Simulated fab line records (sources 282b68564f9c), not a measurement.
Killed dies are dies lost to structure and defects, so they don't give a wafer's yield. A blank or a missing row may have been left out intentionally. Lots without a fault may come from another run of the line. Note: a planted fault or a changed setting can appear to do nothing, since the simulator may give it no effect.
Shared-tool check :: flow ritCmos :: Lots sampled 14, wafers sampled 42

## REASON IT WAS OPENED
At RIT_FOX2_THK_MEAS_01 the reading FOX2_OXIDE_THK is flagged on 2 of 14 lots. Fault-free wafers read 349 nm, with a standard deviation of 4.9.
Rule: a lot is flagged when every wafer of it that has a number lies more than 4 standard deviations from that mean, or none has a number. All remaining lots are regarded as sound.

lot: L515
measured: day 1 19:23
on: filmMetro-03
FOX2_OXIDE_THK (nm), wafer by wafer: 351 346 350
flag: 

lot: L516
measured: day 1 23:28
on: filmMetro-01
FOX2_OXIDE_THK (nm), wafer by wafer: 349 342 343
flag: 

lot: L517
measured: day 2 04:20
on: filmMetro-02
FOX2_OXIDE_THK (nm), wafer by wafer: 356 346 351
flag: 

lot: L518
measured: day 2 09:32
on: filmMetro-03
FOX2_OXIDE_THK (nm), wafer by wafer: 350 348 348
flag: 

lot: L519
measured: day 2 15:45
on: filmMetro-03
FOX2_OXIDE_THK (nm), wafer by wafer: 345 353 341
flag: 

lot: L520
measured: day 2 20:52
on: filmMetro-03
FOX2_OXIDE_THK (nm), wafer by wafer: 343 344 345
flag: 

lot: L522
measured: day 3 05:26
on: filmMetro-03
FOX2_OXIDE_THK (nm), wafer by wafer: 346 348 344
flag: 

lot: L523
measured: day 3 11:46
on: filmMetro-02
FOX2_OXIDE_THK (nm), wafer by wafer: 348 350 355
flag: 

lot: L525
measured: day 3 20:53
on: filmMetro-03
FOX2_OXIDE_THK (nm), wafer by wafer: 303 306 305
flag: FLAGGED

lot: L526
measured: day 4 02:46
on: filmMetro-01
FOX2_OXIDE_THK (nm), wafer by wafer: 346 349 344
flag: 

lot: L528
measured: day 4 15:25
on: filmMetro-02
FOX2_OXIDE_THK (nm), wafer by wafer: 353 349 345
flag: 

lot: L531
measured: day 5 02:51
on: filmMetro-01
FOX2_OXIDE_THK (nm), wafer by wafer: 307 306 309
flag: FLAGGED

lot: L536
measured: day 6 03:29
on: filmMetro-02
FOX2_OXIDE_THK (nm), wafer by wafer: 371 364 359
flag: 

lot: L537
measured: day 6 10:07
on: filmMetro-03
FOX2_OXIDE_THK (nm), wafer by wafer: 352 352 354
flag: 
The mean of the flagged lots' numbers is 306 nm, -43 nm from the usual (-9 standard deviations).

## WHICH TOOL EACH LOT WENT THROUGH
The record holds 1 process step before the reading, out of a route of 202 steps. Read each cell as the tool, then ch plus the chambers that the sampled wafers visited, then the start.
lot: L515
flag: 
RIT_FOX2_OXIDATION_00: furnace-02 ch 0, day 1 18:04

lot: L516
flag: 
RIT_FOX2_OXIDATION_00: furnace-04 ch 0, day 1 22:07

lot: L517
flag: 
RIT_FOX2_OXIDATION_00: furnace-02 ch 0, day 2 03:01

lot: L518
flag: 
RIT_FOX2_OXIDATION_00: furnace-01 ch 0, day 2 08:14

lot: L519
flag: 
RIT_FOX2_OXIDATION_00: furnace-01 ch 0, day 2 14:26

lot: L520
flag: 
RIT_FOX2_OXIDATION_00: furnace-01 ch 0, day 2 19:32

lot: L522
flag: 
RIT_FOX2_OXIDATION_00: furnace-04 ch 0, day 3 04:07

lot: L523
flag: 
RIT_FOX2_OXIDATION_00: furnace-02 ch 0, day 3 10:26

lot: L525
flag: FLAGGED
RIT_FOX2_OXIDATION_00: furnace-02 ch 0, day 3 19:34

lot: L526
flag: 
RIT_FOX2_OXIDATION_00: furnace-04 ch 0, day 4 01:26

lot: L528
flag: 
RIT_FOX2_OXIDATION_00: furnace-01 ch 0, day 4 14:04

lot: L531
flag: FLAGGED
RIT_FOX2_OXIDATION_00: furnace-02 ch 0, day 5 01:32

lot: L536
flag: 
RIT_FOX2_OXIDATION_00: furnace-04 ch 0, day 6 02:10

lot: L537
flag: 
RIT_FOX2_OXIDATION_00: furnace-04 ch 0, day 6 08:49
What the steps here do:
- RIT_FOX2_OXIDATION_00: target thk 350.7 nm, ox time 1130 s.
- RIT_FOX2_THK_MEAS_01

## FLAGGED AGAINST TOTAL, ONE TOOL AT A TIME (gauges that did the reading follow at the end)
step: RIT_FOX2_OXIDATION_00
tool: furnace-01
lots run: 4
flagged: 0
share of the flagged lots: none
sound lots run after its first flagged lot: -

step: RIT_FOX2_OXIDATION_00
tool: furnace-02
lots run: 5
flagged: 2
share of the flagged lots: all
sound lots run after its first flagged lot: 0

step: RIT_FOX2_OXIDATION_00
tool: furnace-04
lots run: 5
flagged: 0
share of the flagged lots: none
sound lots run after its first flagged lot: -

step: RIT_FOX2_THK_MEAS_01
tool: filmMetro-01
lots run: 3
flagged: 1
share of the flagged lots: some
sound lots run after its first flagged lot: 0

step: RIT_FOX2_THK_MEAS_01
tool: filmMetro-02
lots run: 4
flagged: 0
share of the flagged lots: none
sound lots run after its first flagged lot: -

step: RIT_FOX2_THK_MEAS_01
tool: filmMetro-03
lots run: 7
flagged: 1
share of the flagged lots: some
sound lots run after its first flagged lot: 1 (L537)

## WHAT THE TABLE ALLOWS
In the table, 1 row covers all flagged lots: furnace-02 at RIT_FOX2_OXIDATION_00.
- furnace-02 at RIT_FOX2_OXIDATION_00 ran 5 lots, 2 of them flagged. Last sound lot L523 at day 3 10:26, first flagged lot L525 at day 3 19:34; a fault beginning in between fits. Its own readings lie more than 4 standard deviations out on every wafer of the flagged lots: spikeTcCentreC, spikeTcLoadC, spikeTcSourceC, tubeCenterTempC, tube_center_temp_C_max.
Just one tool remains: furnace-02 at RIT_FOX2_OXIDATION_00.

## WHAT THE SIMULATOR HAD INSERTED
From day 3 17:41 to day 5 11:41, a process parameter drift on furnace-02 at RIT_FOX2_OXIDATION_00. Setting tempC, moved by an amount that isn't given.
Lots struck among those shown: L525, L531. The rule above reached the same finding.
